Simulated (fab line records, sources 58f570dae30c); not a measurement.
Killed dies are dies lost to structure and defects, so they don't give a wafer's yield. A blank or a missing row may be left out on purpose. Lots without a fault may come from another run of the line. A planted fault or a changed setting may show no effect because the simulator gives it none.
Which tool did it? | flow berkeley_cmos170 | 6 lots, 18 wafers sampled, at 2 steps of a route of 331

WHAT THE GAUGES READ, wafer by wafer
UCB170_PSD_CD_MEAS_06: target cd 1200 nm.
lot  | measured     | on        | cd_nm (nm)
L647 | day 6 20:57  | cd_sem-01 | 1199.1 1199.2 1199.6
L649 | day 7 15:00  | cd_sem-02 | 1199.8 1199.9 1198.3
L653 | day 7 20:04  | cd_sem-01 | 1202.9 1201.3 1203.2
L654 | day 8 18:04  | cd_sem-02 | 1200.0 1199.9 1200.0
L665 | day 10 11:30 | cd_sem-02 | 1197.8 1198.7 1199.0
L668 | day 10 22:31 | cd_sem-01 | 1199.8 1202.6 1199.5

WHICH TOOL RAN EACH LOT (tool, then ch and the chambers of the sampled wafers, then the start)
lot  | UCB170_SPACER_CVD_00
L647 | pecvd-02 ch 0,1, day 6 16:53
L649 | pecvd-02 ch 0,2, day 7 11:22
L653 | pecvd-04 ch 0,1, day 7 14:59
L654 | pecvd-03 ch 1,2, day 8 12:04
L665 | pecvd-04 ch 0,1,2, day 10 06:52
L668 | pecvd-04 ch 0,1, day 10 16:40
- UCB170_SPACER_CVD_00: deposits SiO2 from TEOS/O2, target thk 376 nm, time 47 s.

THE ANSWER, worked out from the rows above alone
Rule: what is usual is taken from the lots themselves. Put in order of their means at a reading, lots are off if they are a third of the lots or fewer, leave a main group of 4 or more, and stand apart from it by a gap of 3 or more times the standard deviation of the main group's means; of several such gaps the widest counts. A main group whose means are all the same, to the digits that the tables above print for the reading, isn't used. A lot without any number at a reading at which 4 lots or more have one is off too. The other lots that the step has rows for count as sound.
No lot is off at any reading shown: from this, nothing can be told.

WHAT THE SIMULATOR HAD PUT IN
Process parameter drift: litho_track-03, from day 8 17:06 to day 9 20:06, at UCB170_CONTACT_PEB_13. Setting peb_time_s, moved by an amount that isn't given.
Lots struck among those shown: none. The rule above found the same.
